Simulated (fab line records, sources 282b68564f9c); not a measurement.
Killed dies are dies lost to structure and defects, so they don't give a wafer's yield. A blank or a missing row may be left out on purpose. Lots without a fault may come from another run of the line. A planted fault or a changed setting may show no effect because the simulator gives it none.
A struck lot beside a sound one | flow rit_cmos | 39 steps out of a route of 202
Sound: wafers L147.2, L147.4, L147.6. Struck: wafers L151.1, L151.4, L151.6. The cause comes at the end.
At each step with rows: each side's tool, then ch and its chambers, then its first start. Under that, the readings that differ: sound wafers | struck wafers | difference of the means | sigmas: that difference in standard deviations of wafers without a fault.
alike: readings whose means differ by less than 2 such deviations, and words and numbers that are the same on both sides. not compared: withheld readings, readings that some wafer has no value for, bounds like >300 that may hide the same value, and numbers for which the record gives no deviation and whose values overlap.
The two part at a step that has a row with sigmas, a row that says differs or no value, or rows on one side only. Numbers that don't overlap but have no deviation are shown without sigmas and don't part them. A reading that every wafer of one side lacks parts them only if that side has two wafers or more.

first, 3 steps without rows for these wafers: RIT_GATE_EXPOSE_13 (exposes mask M6, target cd 150 nm); RIT_GATE_PEB_14; RIT_GATE_DEVELOP_15 (develop time 50 s).
RIT_GATE_CD_MEAS_16: target cd 150 nm.
  sound on cd_sem-02, day 2 18:22; struck on cd_sem-02, day 3 14:40
  alike: cd_nm
RIT_GATE_OVL_MEAS_17:
  sound on overlay-01, day 2 18:29; struck on overlay-02, day 3 14:47
  alike: GATE_OVL
then, 1 step without rows for these wafers: RIT_GATE_HARDBAKE_18 (time 60 s).
RIT_GATE_ETCH_19: etches poly-Si in SF6/CHF3/O2, stops on SiO2, time 165 s, target depth 312.5 nm.
  sound on rie_si-02 ch 0,1,3, day 2 18:40; struck on rie_si-02 ch 0,1, day 3 14:58
  alike: drypump_motor_current_A, oes_product_au, throttle_valve_pct
  not compared: rf_hours_counter_h
RIT_GATE_STRIP_20: strips in O2, time 180 s.
  sound on plasma_asher-04 ch 0,1, day 2 18:46; struck on plasma_asher-01 ch 0,1, day 3 15:05
  alike: drypump_motor_current_A
  not compared: rf_hours_counter_h
RIT_GATE_CD_MEAS_90: target cd 150 nm.
  sound on cd_sem-01, day 2 18:58; struck on cd_sem-01, day 3 15:16
  alike: cd_nm
then, 3 steps without rows for these wafers: RIT_REOX_CLEAN_00 (cleans in SC1, time 600 s); RIT_REOX_CLEAN_01 (cleans in dHF, time 30 s); RIT_REOX_CLEAN_02 (cleans in SC2, time 600 s).
RIT_REOX_OXIDATION_03: target thk 25.2 nm, ox time 5580 s.
  sound on furnace-02 ch 0, day 2 19:26; struck on furnace-02 ch 0, day 3 16:05
  reading                                     | sound            | struck            | difference | sigmas
  ox_time_s (s)                               | 5580 5580 5580   | 6696 6696 6696    | +1116      |
  model.SiO2_of_REOX_OXIDATION_03.thk_nm (nm) | 25.59 25.51 25.7 | 28.86 28.27 28.01 | +2.78      |
  alike: ox_temp_c, ox_temp_c_max
RIT_REOX_THK_MEAS_04:
  sound on film_metro-04, day 2 21:59; struck on film_metro-02, day 3 18:38
  reading             | sound          | struck         | difference | sigmas
  REOX_OXIDE_THK (nm) | 25.6 25.5 25.7 | 28.9 28.3 28.0 | +2.8       | +7
then, 6 steps without rows for these wafers: RIT_NLDD_HMDS_00 (prime time 60 s); RIT_NLDD_COAT_01 (resist thk 1000 nm); RIT_NLDD_SOFTBAKE_02 (time 60 s); RIT_NLDD_EXPOSE_03 (exposes mask M7, target cd 40700 nm); RIT_NLDD_PEB_04; RIT_NLDD_DEVELOP_05 (develop time 50 s).
RIT_NLDD_OVL_MEAS_06:
  sound on overlay-01, day 2 22:53; struck on overlay-02, day 3 19:45
  alike: NLDD_OVL
then, 2 steps without rows for these wafers: RIT_NLDD_HARDBAKE_07 (time 60 s); RIT_NLDD_IMPLANT_08.
RIT_NLDD_STRIP_09: strips in O2, time 180 s.
  sound on plasma_asher-03 ch 0,1, day 2 23:13; struck on plasma_asher-04 ch 0,1, day 3 20:05
  alike: drypump_motor_current_A
  not compared: rf_hours_counter_h
RIT_NLDD_TW_MEAS_10:
  sound on film_metro-02, day 2 23:25; struck on film_metro-02, day 3 20:16
  alike: NLDD_TW
then, 6 steps without rows for these wafers: RIT_PLDD_HMDS_00 (prime time 60 s); RIT_PLDD_COAT_01 (resist thk 1000 nm); RIT_PLDD_SOFTBAKE_02 (time 60 s); RIT_PLDD_EXPOSE_03 (exposes mask M8, target cd 40900 nm); RIT_PLDD_PEB_04; RIT_PLDD_DEVELOP_05 (develop time 50 s).
RIT_PLDD_OVL_MEAS_06:
  sound on overlay-02, day 3 00:29; struck on overlay-01, day 3 21:17
  alike: PLDD_OVL
then, 2 steps without rows for these wafers: RIT_PLDD_HARDBAKE_07 (time 60 s); RIT_PLDD_IMPLANT_08.
RIT_PLDD_STRIP_09: strips in O2, time 180 s.
  sound on plasma_asher-03 ch 0,1, day 3 00:49; struck on plasma_asher-03 ch 0,1, day 3 21:38
  alike: drypump_motor_current_A
  not compared: rf_hours_counter_h
RIT_PLDD_TW_MEAS_10:
  sound on film_metro-02, day 3 00:59; struck on film_metro-02, day 3 21:48
  alike: PLDD_TW
RIT_SPACER_CLEAN_00: cleans in SC1, time 600 s.
  sound on wet_bench-02 ch 1, day 3 01:02; struck on wet_bench-03 ch 1, day 3 21:52
  reading                                     | sound             | struck           | difference | sigmas
  model.SiO2_of_REOX_OXIDATION_03.thk_nm (nm) | 23.59 23.52 23.69 | 26.63 26.1 25.85 | +2.59      |
  alike: bath_guard_temp_C
then, 1 step without rows for these wafers: RIT_SPACER_CLEAN_01 (cleans in dHF, time 30 s).
RIT_M1_PROBE_99:
  sound on prober-02, day 3 15:05; struck on prober-02, day 4 11:43
  reading                             | sound             | struck            | difference | sigmas
  model.etest.pmos_turned.r_on_ohm_um | 3529 3524 3570    | 4485 4306 4203    | +790       |
  model.etest.pmos_0p3.r_on_ohm_um    | 6329 6418 6334    | 6921 6811 6874    | +508       |
  model.etest.pmos_0p15.r_on_ohm_um   | 2793 2805 2831    | 3311 3228 3172    | +427       |
  model.etest.pldd.rs_ohm_sq          | 539.2 529.4 544.3 | 810 741.3 717.7   | +219       |
  model.etest.nmos_0p15.r_on_ohm_um   | 1112 1126 1127    | 1315 1283 1230    | +154       |
  model.etest.nmos_0p3.r_on_ohm_um    | 2125 2174 2137    | 2379 2323 2310    | +192       |
  model.etest.nldd.rs_ohm_sq          | 376.6 376.9 377.1 | 484.4 462.1 455.1 | +90.3      |
  model.etest.nmos_turned.drive_ua_um | 326.8 323.3 319.4 | 215.5 227.7 236.3 | -96.7      |
  alike: killed_at_front_end, killed_dies, killed_on_rim, killed_open, killed_short

WHERE THEY PART
Only at RIT_REOX_THK_MEAS_04, within this record. Later steps at which nothing parts them and some readings are alike: RIT_NLDD_OVL_MEAS_06, RIT_NLDD_STRIP_09, RIT_NLDD_TW_MEAS_10, RIT_PLDD_OVL_MEAS_06, RIT_PLDD_STRIP_09, RIT_PLDD_TW_MEAS_10, RIT_SPACER_CLEAN_00, RIT_M1_PROBE_99.

WHY: what the simulator had put in
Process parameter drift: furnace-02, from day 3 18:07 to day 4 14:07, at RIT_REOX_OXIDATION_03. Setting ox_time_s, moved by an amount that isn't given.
